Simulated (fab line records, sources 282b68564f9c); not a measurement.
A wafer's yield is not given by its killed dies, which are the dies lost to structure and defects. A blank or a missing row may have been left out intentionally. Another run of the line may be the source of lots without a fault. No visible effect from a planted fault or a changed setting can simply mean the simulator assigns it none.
The tool behind it: which one? | flow ritCmos | 14 lots, 42 wafers sampled, at 6 steps of a route of 202

== WHAT EACH GAUGE READ, for each wafer ==
RIT_FOX2_THK_MEAS_90.
lot  | measured    | on           | FIELD_OXIDE_LEFT_1_THK (nm)
L760 | day 1 22:01 | filmMetro-04 | 319 313 310
L761 | day 2 03:17 | filmMetro-04 | 331 337 335
L762 | day 2 08:16 | filmMetro-02 | 340 330 330
L763 | day 2 12:52 | filmMetro-02 | 323 315 320
L766 | day 3 08:33 | filmMetro-01 | 321 321 318
L769 | day 3 23:46 | filmMetro-02 | 328 331 337
L771 | day 4 08:48 | filmMetro-02 | 313 312 321
L772 | day 4 13:22 | filmMetro-01 | 335 326 332
L776 | day 5 08:37 | filmMetro-02 | 336 338 334
L778 | day 5 15:32 | filmMetro-02 | 327 317 318
L779 | day 5 20:06 | filmMetro-02 | 325 323 329
L780 | day 6 02:56 | filmMetro-02 | 338 336 343
L782 | day 6 12:16 | filmMetro-04 | 330 327 329
L783 | day 6 16:56 | filmMetro-01 | 336 340 344

RIT_GATE_CD_MEAS_16 targets a cd of 150 nm.
lot  | measured    | on       | cdNm (nm)
L760 | day 2 18:11 | cdSem-02 | 150.2 147.5 149.0
L761 | day 3 04:04 | cdSem-02 | 146.8 147.2 146.7
L762 | day 3 07:49 | cdSem-01 | 152.1 151.2 151.1
L763 | day 3 13:47 | cdSem-02 | 150.9 152.2 150.1
L766 | day 4 07:34 | cdSem-02 | 149.9 150.2 148.8
L769 | day 4 21:43 | cdSem-02 | 145.3 149.0 145.9
L771 | day 5 05:09 | cdSem-01 | 146.8 146.4 147.8
L772 | day 5 10:16 | cdSem-01 | 149.4 150.0 149.9
L776 | day 6 05:56 | cdSem-01 | 152.2 154.1 152.6
L778 | day 6 09:05 | cdSem-02 | 148.7 148.9 149.4
L779 | day 6 14:20 | cdSem-02 | 146.2 144.5 146.0
L780 | day 6 21:41 | cdSem-02 | 151.4 150.8 150.9
L782 | day 7 12:30 | cdSem-02 | 153.3 152.4 150.1
L783 | day 7 14:35 | cdSem-02 | 150.9 153.9 152.1

RIT_NSD_TW_MEAS_10.
lot  | measured    | on           | NSD_TW
L760 | day 3 06:55 | filmMetro-04 | 3070 3068 3065
L761 | day 3 18:40 | filmMetro-04 | 3073 3073 3060
L762 | day 3 18:54 | filmMetro-03 | 3090 3102 3100
L763 | day 4 04:19 | filmMetro-01 | 3115 3111 3124
L766 | day 4 19:28 | filmMetro-03 | 3127 3116 3113
L769 | day 5 09:25 | filmMetro-03 | 1653 1645 1637
L771 | day 5 17:01 | filmMetro-01 | 1660 1643 1642
L772 | day 5 21:28 | filmMetro-01 | 3104 3102 3106
L776 | day 6 16:39 | filmMetro-03 | 3066 3061 3063
L778 | day 6 22:08 | filmMetro-03 | 3074 3075 3045
L779 | day 7 02:26 | filmMetro-01 | 3115 3117 3119
L780 | day 7 10:06 | filmMetro-01 | 3122 3102 3122
L782 | day 8 03:21 | filmMetro-01 | 3147 3148 3124
L783 | day 8 04:25 | filmMetro-03 | 3108 3112 3109

RIT_SDANNEAL_RS_MEAS_05: measurement is done with a four-point probe.
lot  | measured    | on           | NSD_RS (ohm/sq)
L760 | day 3 09:04 | filmMetro-03 | 84.24 84.03 83.99
L761 | day 3 20:58 | filmMetro-04 | 84.66 84.45 84.23
L762 | day 3 21:16 | filmMetro-03 | 84.36 84.16 84.31
L763 | day 4 06:25 | filmMetro-01 | 84.81 84.79 84.43
L766 | day 4 21:30 | filmMetro-04 | 84.67 84.59 84.50
L769 | day 5 11:47 | filmMetro-04 | 485.48 485.73 487.03
L771 | day 5 19:05 | filmMetro-04 | 475.27 493.38 491.52
L772 | day 5 23:44 | filmMetro-01 | 84.23 84.15 84.07
L776 | day 6 18:41 | filmMetro-01 | 85.06 85.22 85.05
L778 | day 7 00:11 | filmMetro-04 | 84.45 85.02 84.77
L779 | day 7 04:28 | filmMetro-04 | 84.50 84.64 84.41
L780 | day 7 12:08 | filmMetro-01 | 83.96 83.62 84.17
L782 | day 8 05:30 | filmMetro-01 | 84.11 84.00 84.21
L783 | day 8 06:34 | filmMetro-03 | 84.27 84.19 84.31

RIT_CONTACT_CD_MEAS_90 targets a cd of 1000 nm.
lot  | measured    | on       | cdNm (nm)
L760 | day 3 11:49 | cdSem-01 | 1001.9 1001.1 1002.0
L761 | day 3 23:47 | cdSem-02 | 998.4 1000.8 999.4
L762 | day 4 00:05 | cdSem-02 | 1000.9 1000.8 1002.3
L763 | day 4 09:14 | cdSem-02 | 1004.4 1004.0 1004.8
L766 | day 5 00:16 | cdSem-02 | 998.6 998.2 998.0
L769 | day 5 14:37 | cdSem-02 | 995.7 998.0 996.2
L771 | day 5 22:06 | cdSem-02 | 997.0 995.6 996.3
L772 | day 6 02:33 | cdSem-02 | 1000.2 999.4 1000.3
L776 | day 6 21:26 | cdSem-01 | 1005.1 1003.3 1004.5
L778 | day 7 02:57 | cdSem-01 | 999.0 996.8 999.6
L779 | day 7 07:14 | cdSem-01 | 1001.0 1002.9 1002.8
L780 | day 7 14:46 | cdSem-01 | 998.3 999.5 1000.1
L782 | day 8 08:08 | cdSem-02 | 1000.8 1002.6 999.9
L783 | day 8 09:11 | cdSem-01 | 1003.8 1000.0 999.9

== WHICH TOOL RAN EACH LOT (tool, then ch and the chambers of the sampled wafers, then the start) ==
lot  | RIT_NSD_IMPLANT_08
L760 | implanter-02 ch 0, day 3 06:35
L761 | implanter-03 ch 0, day 3 18:23
L762 | implanter-01 ch 0, day 3 18:36
L763 | implanter-03 ch 0, day 4 04:00
L766 | implanter-02 ch 0, day 4 19:10
L769 | implanter-02 ch 0, day 5 09:07
L771 | implanter-02 ch 0, day 5 16:35
L772 | implanter-03 ch 0, day 5 21:08
L776 | implanter-01 ch 0, day 6 16:20
L778 | implanter-01 ch 0, day 6 21:49
L779 | implanter-01 ch 0, day 7 02:07
L780 | implanter-01 ch 0, day 7 09:46
L782 | implanter-03 ch 0, day 8 03:01
L783 | implanter-01 ch 0, day 8 04:05
- RIT_NSD_IMPLANT_08

== WHAT THE TOOLS THEMSELVES READ (means of the sampled wafers that have a number; where no wafer has one, the mark that the record gives instead) ==
RIT_NSD_IMPLANT_08.
lot  | tool         | doseIonsCm2 | endStationPressureTorr (Torr) | faradayCurrentUA
L760 | implanter-02 | 9.991e+14   | 7.4e-06                       | 3186
L761 | implanter-03 | 9.994e+14   | 7.8e-06                       | 3128
L762 | implanter-01 | 1.001e+15   | 7.3e-06                       | 3103
L763 | implanter-03 | 1.002e+15   | 7.3e-06                       | 3167
L766 | implanter-02 | 1.000e+15   | 7.6e-06                       | 3162
L769 | implanter-02 | 9.837e+13   | 5.3e-06                       | 318
L771 | implanter-02 | 1.005e+14   | 5.1e-06                       | 310
L772 | implanter-03 | 9.994e+14   | 7.6e-06                       | 3179
L776 | implanter-01 | 9.989e+14   | 7.7e-06                       | 3181
L778 | implanter-01 | 9.991e+14   | 7.6e-06                       | 3114
L779 | implanter-01 | 1.001e+15   | 7.3e-06                       | 3140
L780 | implanter-01 | 9.989e+14   | 8.0e-06                       | 3182
L782 | implanter-03 | 1.000e+15   | 7.4e-06                       | 3110
L783 | implanter-01 | 9.990e+14   | 7.3e-06                       | 3078

== THE ANSWER, worked out from the rows above alone ==
Rule: the usual values come from the lots themselves. The widest of any qualifying gaps counts: lots, ordered by their means at a reading, are off when they make up no more than a third of the lots, leave a main group of 4 or more, and stand apart from it by 3 or more times the standard deviation of that group's means. A main group whose means are all the same, to the digits that the tables above print for the reading, isn't used. Also off: a lot with no number at a reading for which 4 or more lots have one. The other lots that the step has rows for count as sound. First the gauges in route order, then the tools' own readings, where a lot's mean is used as printed above. The first step at which some lot is off is used, and at that step the reading that is off furthest; a lot without a number counts as furthest.
Off: L769, L771, seen at RIT_NSD_TW_MEAS_10 (NSD_TW). Main group: mean 3099, sd 25.
A tool fits if, at a process step before that reading, it ran every lot that is off, and no sound lot after the first of them. The gauges at RIT_NSD_TW_MEAS_10 aren't tried: what is off there is off at RIT_SDANNEAL_RS_MEAS_05 too, on other tools, and a gauge's error can't cause that. One fits: RIT_NSD_IMPLANT_08 on implanter-02. A fault onset in the window from L766 (day 4 19:10, its last sound lot) to L769 (day 5 09:07, its first lot off) fits.
The tool's own readings at RIT_NSD_IMPLANT_08 bear it out: on the lots that are off they differ by more than 5 times the standard deviation of the sound lots' means. doseIonsCm2 reads 9.944e+13 there against 9.998e+14 on the sound lots; endStationPressureTorr reads 5.2e-06 Torr there against 7.5e-06 Torr on the sound lots; faradayCurrentUA reads 314 there against 3144 on the sound lots.

== WHAT THE SIMULATOR HAD INSERTED ==
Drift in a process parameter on implanter-02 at RIT_NSD_IMPLANT_08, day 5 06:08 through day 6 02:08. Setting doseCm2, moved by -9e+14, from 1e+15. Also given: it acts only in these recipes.
Shown lots that were struck: L769, L771. The rule given above showed the same thing.
